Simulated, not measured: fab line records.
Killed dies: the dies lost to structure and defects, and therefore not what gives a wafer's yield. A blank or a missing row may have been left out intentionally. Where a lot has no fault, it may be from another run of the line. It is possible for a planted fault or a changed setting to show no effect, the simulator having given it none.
Struck lot and sound lot, side by side :: flow rit cmos :: 10 out of 202 route steps
Sound: wafers L338.1, L338.2, L338.6. Wafers L345.3, L345.4, L345.5 were the ones struck. The cause is given at the end.
Per side, at each step with rows, come the tool, then ch with its chambers, and then its first start. Under that, the readings that differ: sound wafers :: struck wafers :: difference of the means :: sigmas: that difference in standard deviations of wafers without a fault.
alike: words and numbers the same on both sides, and readings whose means are apart by under 2 such deviations; not compared: readings that were withheld, readings missing a value for some wafer, numbers with overlapping values and no deviation given by the record, and bounds like >300 which may hide the same value.
Wherever a step has rows on one side only, a row that says differs or no value, or a row with sigmas, the two part there. When numbers do not overlap yet have no deviation, they are printed without sigmas and do not part them. A reading that every wafer of one side lacks parts them only if that side has two wafers or more.

RIT_ACTIVE_BOW_MEAS_00:
  sound on film metro-04, day 2 21:00; struck on film metro-04, day 4 08:02
reading: INCOMING_BOW (um)
sound: -3 14 6
struck: -12 -8 -6
difference: -14
sigmas: -2
then, 1 step without rows for these wafers: RIT_ACTIVE_OXIDATION_01 (target thk 46.8 nm, ox time 3360 s).
RIT_ACTIVE_THK_MEAS_02:
  sound on film metro-04, day 2 23:13; struck on film metro-03, day 4 10:04
  alike: ACTIVE_OXIDE_THK
then, 1 step without rows for these wafers: RIT_ACTIVE_CVD_03 (deposits Si3N4 from SiH2Cl2/NH3, target thk 150 nm, time 1500 s).
RIT_ACTIVE_THK_MEAS_04:
  sound on film metro-01, day 3 00:41; struck on film metro-01, day 4 13:13
  alike: ACTIVE_NITRIDE_THK
then, 3 steps without rows for these wafers: RIT_ACTIVE_HMDS_05 (prime time 60 s); RIT_ACTIVE_COAT_06 (resist thk 1000 nm); RIT_ACTIVE_SOFTBAKE_07 (time 60 s).
RIT_ACTIVE_EXPOSE_08: exposes mask M1, target cd 1400 nm.
  sound on iline stepper-01 ch 0, day 3 01:19; struck on iline stepper-02, day 4 13:52
  no value came back on the struck wafers for exposure dose mJ cm2, focus offset nm (nm); on the sound wafers exposure dose mJ cm2 reads 225.11 225.12 225.03
  alike: mask
after that, 1 step had no rows for these wafers: RIT_ACTIVE_PEB_09.

WHERE THEY PART
At RIT_ACTIVE_BOW_MEAS_00 first; at RIT_ACTIVE_EXPOSE_08 last (within this record only).

WHY: whatever the simulator had introduced
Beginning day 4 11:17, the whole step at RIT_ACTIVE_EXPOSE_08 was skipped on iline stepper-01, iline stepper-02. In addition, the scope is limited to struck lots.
